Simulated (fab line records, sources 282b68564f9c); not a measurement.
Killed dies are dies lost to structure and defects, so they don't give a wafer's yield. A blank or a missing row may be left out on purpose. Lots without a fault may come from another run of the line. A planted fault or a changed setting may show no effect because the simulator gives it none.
Problem report in the 8D (eight disciplines) form, filled by code | flow rit_cmos | the parts of the form that need people (team, actions taken, sign-off) are left out

1. THE PROBLEM
oes_product_au at RIT_GATE_ETCH_19 reads a mean of 0.949 a.u. on 9 wafers of 3 lots; wafers without a fault read 0.845 a.u. with a standard deviation of 0.011. That is +9.5 standard deviations from the usual mean.
The step: etches poly-Si in SF6/CHF3/O2, stops on SiO2, time 172.7 s, target depth 312.5 nm.
First seen on wafer L888.2, day 4 11:29, on rie_si-02. The record holds 21 wafers of 7 lots with a number at this step. Rule for "out", or "out of limits": more than 4 standard deviations from the usual mean. The other wafers with a number count as sound.

2. WHAT IT IS AND WHAT IT IS NOT
question                    | is                     | is not
which readings at this step | oes_product_au         | drypump_motor_current_A
which lots                  | L888, L890, L892       | L881, L882, L901, L903
which wafers of those lots  | all that have a number | -
read on which tools         | rie_si-02              | rie_si-01
when                        | from day 4 11:29       | up to then (6 sound wafers); but 6 sound wafers of L901, L903 came after

3. SUSPECTS, AND WHAT RULES EACH OUT
Counting: a tool at a process step up to the reading stays a suspect if it ran every lot that is out and no sound lot after the first of them.
- rie_si-02 at RIT_GATE_ETCH_19 (etches poly-Si in SF6/CHF3/O2, stops on SiO2, time 172.7 s, target depth 312.5 nm): kept. It ran every lot that is out, first L888 (day 4 11:29), and no sound lot after that; its last sound lot up to then is L882 (day 3 03:01). Its own readings are out on those wafers: oes_product_au.
Left after counting: rie_si-02 at RIT_GATE_ETCH_19.

4. THE CAUSE (what the simulator had put in)
Process parameter drift: rie_si-02, from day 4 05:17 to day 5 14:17, at RIT_GATE_ETCH_19. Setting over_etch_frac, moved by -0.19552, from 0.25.
Counting left only this tool.

5. THE CHAIN OF EFFECTS, in route order
Each row: a reading whose mean over the struck wafers that have a number lies more than 3 standard deviations from the usual. Only readings for which the record gives a usual standard deviation are gone through. hours: the time from each lot's start at the first step in this table that gives one to its start at this step, as a median over the lots. sigmas: the change in usual standard deviations.
hours | step             | reading        | usual      | on struck wafers | change | sigmas
0     | RIT_GATE_ETCH_19 | oes_product_au | 0.845 a.u. | 0.949            | +0.104 | +9.5
The process steps in it:
- RIT_GATE_ETCH_19: etches poly-Si in SF6/CHF3/O2, stops on SiO2, time 172.7 s, target depth 312.5 nm.

6. WHAT WOULD HAVE CAUGHT IT SOONER
In this record the first reading out of limits was taken at day 4 11:29, 6 hours after the fault began at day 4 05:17.
